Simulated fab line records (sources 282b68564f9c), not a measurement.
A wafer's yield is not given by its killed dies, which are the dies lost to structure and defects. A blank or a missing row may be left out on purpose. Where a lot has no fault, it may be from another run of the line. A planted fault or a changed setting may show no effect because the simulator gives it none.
Code-filled problem report in 8D (eight disciplines) form / flow rit_cmos / the parts of the form that need people (team, actions taken, sign-off) are left out

1. WHAT WENT WRONG
Mean of heater_power_total_W at RIT_PRETRO_SOFTBAKE_02: 36.04 W across 6 wafers in 2 lots; on wafers with no fault it is 34.57 W (standard deviation 0.051). That puts it +29 standard deviations away from the usual mean.
The step: time 60 s.
The first sign was on wafer L309.1 at day 5 00:23, on litho_track-03. The record holds 18 wafers of 6 lots with a number at this step. Rule for "out", or "out of limits": more than 4 standard deviations from the usual mean. Any other wafer with a number is counted as sound.

2. WHAT IT IS, AND WHAT IT ISN'T
question=which readings at this step | is=heater_power_total_W, plate_temp_C | is not=resist_line_temp_C
question=which lots | is=L309, L310 | is not=L298, L301, L312, L315
question=which wafers of those lots | is=all that have a number | is not=-
question=read on which tools | is=litho_track-03 | is not=litho_track-01, litho_track-04
question=when | is=from day 5 00:23 | is not=up to then (6 sound wafers); but 6 sound wafers of L312, L315 came after

3. THE SUSPECTS, EACH WITH WHAT RULES IT OUT
Counting: a tool at a process step up to the reading stays a suspect if it ran every lot that is out and no sound lot after the first of them.
- plasma_asher-03 at RIT_NRETRO_STRIP_09 (strips in O2, time 180 s): ruled out as a lasting fault. After its first lot that is out, L309 (day 4 23:51), sound lots L312 ran on it.
- litho_track-03 at RIT_PRETRO_SOFTBAKE_02 (time 60 s): kept. It processed each lot that is out, first L309 at day 5 00:23, and no sound lot thereafter; up to then, the last sound lot it processed was L298 at day 2 16:46. Its own heater_power_total_W, plate_temp_C readings are out on those wafers.
Left after counting: litho_track-03 at RIT_PRETRO_SOFTBAKE_02.

4. THE CAUSE (what the simulator had put in)
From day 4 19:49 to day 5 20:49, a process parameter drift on litho_track-03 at RIT_PRETRO_SOFTBAKE_02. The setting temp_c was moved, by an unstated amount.
Only this tool survived the counting.

5. THE EFFECT CHAIN, in route order
Each row: a reading whose mean over the struck wafers that have a number lies more than 3 standard deviations from the usual. Readings are gone through only where the record gives a usual standard deviation; hours: the median, over the lots, of the time from a lot's start at the first step in this table giving one to that lot's start at this step; sigmas: the change measured in usual standard deviations.
hours=0; step=RIT_PRETRO_SOFTBAKE_02; reading=heater_power_total_W; usual=34.57 W; on struck wafers=36.04; change=+1.47; sigmas=+29
hours=0; step=RIT_PRETRO_SOFTBAKE_02; reading=plate_temp_C; usual=89.99 C; on struck wafers=92.80; change=+2.81; sigmas=+23
Process steps it contains:
- RIT_PRETRO_SOFTBAKE_02: time 60 s.
Later steps that measure or inspect, where all struck wafers having a row at the step show a number for every such reading and not one has moved that far: RIT_PRETRO_OVL_MEAS_06.

6. WHAT WOULD HAVE CAUGHT IT SOONER
The fault began at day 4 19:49; the first out-of-limits reading in this record came at day 5 00:23, 5 hours later.
